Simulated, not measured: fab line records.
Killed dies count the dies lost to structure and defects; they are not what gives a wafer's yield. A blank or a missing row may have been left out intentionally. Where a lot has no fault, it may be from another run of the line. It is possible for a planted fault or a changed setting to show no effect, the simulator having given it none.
Split-lot experiment    flow ritCmos    on a route of 202 steps: 5 lots, 23 wafers read

ON THE SPLIT
At RIT_CONTACT_DEVELOP_07 (develop time 120 s), the setting developTimeS was moved away from the recipe's 120 s on 6 of the 23 wafers read, by -10.8% to +13.1%. The other wafers ran this setting at the recipe's value.

FROM THE SPLIT TO THE READING: what the file shows between them, 4 steps
- RIT_CONTACT_CD_MEAS_08: target cd 1000 nm
- RIT_CONTACT_HARDBAKE_10: time 60 s
- RIT_CONTACT_ETCH_11: etches SiO2 in CHF3/CF4/Ar, stops on TiSi2, target depth 480 nm, time 320 s
- RIT_CONTACT_STRIP_12: strips in O2, time 180 s

THE READING
cdNm at RIT_CONTACT_CD_MEAS_90, given in nm (cd target 1000 nm). Fault-free wafers of this fab line usually give 999.9 nm, standard deviation 2.1 nm.

wafer   tool, chamber at the split  developTimeS as run, s  against the recipe  cdNm, nm  against lot-mates on the recipe
L075.2  lithoTrack-02, 0            120                     recipe              1000.2    -
L075.3  lithoTrack-02, 0            120                     recipe              1000.7    -
L075.4  lithoTrack-02, 0            120                     recipe              999.8     -
L075.5  lithoTrack-02, 0            120                     recipe              1000.7    -
L075.6  lithoTrack-02, 0            120                     recipe              1000.0    -
L076.1  lithoTrack-04, 0            107                     -10.8%              991.4     -10.1
L076.2  lithoTrack-04, 0            120                     recipe              1000.7    -
L076.4  lithoTrack-04, 0            107                     -10.8%              995.2     -6.3
L076.5  lithoTrack-04, 0            120                     recipe              1002.4    -
L076.6  lithoTrack-04, 0            107                     -10.8%              991.5     -10.0
L081.3  lithoTrack-04, 0            120                     recipe              1003.6    -
L081.4  lithoTrack-04, 0            120                     recipe              1000.8    -
L081.6  lithoTrack-04, 0            120                     recipe              1001.2    -
L082.1  lithoTrack-04, 0            120                     recipe              1001.6    -
L082.3  lithoTrack-04, 0            135.7                   +13.1%              1010.4    +7.9
L082.4  lithoTrack-04, 0            135.7                   +13.1%              1010.3    +7.8
L082.5  lithoTrack-04, 0            135.7                   +13.1%              1010.9    +8.4
L082.6  lithoTrack-04, 0            120                     recipe              1003.3    -
L085.2  lithoTrack-02, 0            120                     recipe              996.5     -
L085.3  lithoTrack-02, 0            120                     recipe              997.5     -
L085.4  lithoTrack-02, 0            120                     recipe              997.8     -
L085.5  lithoTrack-02, 0            120                     recipe              996.5     -
L085.6  lithoTrack-02, 0            120                     recipe              996.4     -

FIT RESULTS
A straight line over all 23 wafers: cdNm changes by +0.75 nm for each +1% of developTimeS; r = +0.91; the points scatter about the line by 2.1 nm.
The same after taking each lot's own level away (the mean of its wafers on the recipe; 23 wafers): +0.701 nm for each +1%; r = +0.97; scatter 1.1 nm.
According to that fit, moving developTimeS by its largest amount changes the reading by 9.2 nm.
The span of the lots' own levels, 996.94 to 1002.45 nm, comes to 2.6 times the standard deviation stated above.
The two slopes agree, so the slope changes little with the lot-to-lot level.
Check: with one of the wafers moved furthest among these (+13.1%) left out of the fit, the line predicts +9.15 nm for it against its lot-mates. It came out at +7.95 nm against them.

THESE WAFERS: OTHER SPLITS
Note: prior to the reading, these wafers also went through further splits. Each is held against what the fit with the lots' levels taken away leaves over:
other split on the same wafers     wafers away from the commonest value  r with cdNm (lot level and that fit taken away)
RIT_SPACER_CVD_03 sih2cl2FlowSccm  15                                    +0.01
RIT_NSD_COAT_01 resistThkNm        7                                     -0.10
RIT_NSD_IMPLANT_08 energyKev       5                                     -0.49
RIT_SILICIDE_SPUTTER_01 powerW     11                                    +0.17

THE WHOLE CHAIN: every reading that the file lists as answering this split, in the file's order
step                    what it does                                                                 reading                                                        change (the file's fit)                r (the file's)
RIT_CONTACT_CD_MEAS_08  target cd 1000 nm                                                            cdNm                                                           +0.724 nm for each +1% of the setting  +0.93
RIT_CONTACT_ETCH_11     etches SiO2 in CHF3/CF4/Ar, stops on TiSi2, target depth 480 nm, time 320 s  CONTACT.cdNm (the simulator's own value, which no gauge read)  +0.708 nm for each +1% of the setting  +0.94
RIT_CONTACT_CD_MEAS_90  target cd 1000 nm                                                            cdNm                                                           +0.699 nm for each +1% of the setting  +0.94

THE FILE'S OWN FIT
cdNm changes by +0.699 nm for each +1% of developTimeS, r = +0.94.
